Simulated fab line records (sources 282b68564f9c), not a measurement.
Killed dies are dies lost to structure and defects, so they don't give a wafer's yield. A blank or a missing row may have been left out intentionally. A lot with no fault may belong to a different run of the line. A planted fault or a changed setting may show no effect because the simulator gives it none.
Comparing a struck lot with a sound one | flow ritCmos | 14 steps out of a route of 202
Sound: the wafers L516.1, L516.4, L516.5. Wafers struck: L521.2, L521.5, L521.6. The cause comes at the end.
Each step with rows lists, per side, the tool, then ch with its chambers, then its first start. Under that, the readings that differ: sound wafers | struck wafers | difference of the means | sigmas: that difference in standard deviations of wafers without a fault.
alike: readings with means less than 2 such deviations apart, plus words and numbers identical on both sides. not compared: withheld readings, readings lacking a value on some wafer, bounds such as >300 that could conceal the same value, and numbers that have no deviation in the record and whose values overlap.
Wherever a step has rows on one side only, a row that says differs or no value, or a row with sigmas, the two part there. When numbers do not overlap yet have no deviation, they are printed without sigmas and do not part them. Lack of a reading on every wafer of one side parts them only where that side has two or more wafers.

RIT_ACTIVE_BOW_MEAS_00:
  sound: filmMetro-02 at day 3 22:00; struck: filmMetro-03 at day 4 23:01
  alike: INCOMING_BOW
then, 1 step without rows for these wafers: RIT_ACTIVE_OXIDATION_01 (target thk 46.8 nm, ox time 3360 s).
RIT_ACTIVE_THK_MEAS_02:
  sound: filmMetro-04 at day 4 00:03; struck: filmMetro-04 at day 5 01:04
  alike: ACTIVE_OXIDE_THK
then, 1 step without rows for these wafers: RIT_ACTIVE_CVD_03 (deposits Si3N4 from SiH2Cl2/NH3, target thk 150 nm, time 1500 s).
RIT_ACTIVE_THK_MEAS_04:
  sound: filmMetro-04 at day 4 01:32; struck: filmMetro-03 at day 5 02:32
  alike: ACTIVE_NITRIDE_THK
then, 5 steps without rows for these wafers: RIT_ACTIVE_HMDS_05 (prime time 60 s); RIT_ACTIVE_COAT_06 (resist thk 1007 nm); RIT_ACTIVE_SOFTBAKE_07 (time 60 s); RIT_ACTIVE_EXPOSE_08 (exposes mask M1, target cd 1400 nm); RIT_ACTIVE_PEB_09.
RIT_ACTIVE_DEVELOP_10: develop time 50 s.
  sound on lithoTrack-02 ch 0, day 4 02:00; struck on lithoTrack-02 ch 0, day 5 03:00
reading            | sound             | struck            | difference | sigmas
developerTempC (C) | 22.97 23.02 22.89 | 25.30 25.37 25.35 | +2.38      | +25
RIT_ACTIVE_CD_MEAS_11 targets a cd of 1400 nm.
  sound: cdSem-02 at day 4 02:26; struck: cdSem-02 at day 5 03:35
  alike: cdNm
then, 1 step without rows for these wafers: RIT_ACTIVE_HARDBAKE_12 (time 60 s).
RIT_M1_PROBE_99:
  sound: prober-01 at day 5 21:34; struck: prober-02 at day 6 23:04
  alike: killedAtContacts, killedAtFrontEnd, killedDies, killedOpen, killedShort

WHERE THEY PART
RIT_ACTIVE_DEVELOP_10 only, going by this record. Later steps at which nothing parts them and some readings are alike: RIT_ACTIVE_CD_MEAS_11, RIT_M1_PROBE_99.

WHY: what had been put in by the simulator
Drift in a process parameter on lithoTrack-02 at RIT_ACTIVE_DEVELOP_10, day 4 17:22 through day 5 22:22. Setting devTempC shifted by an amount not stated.
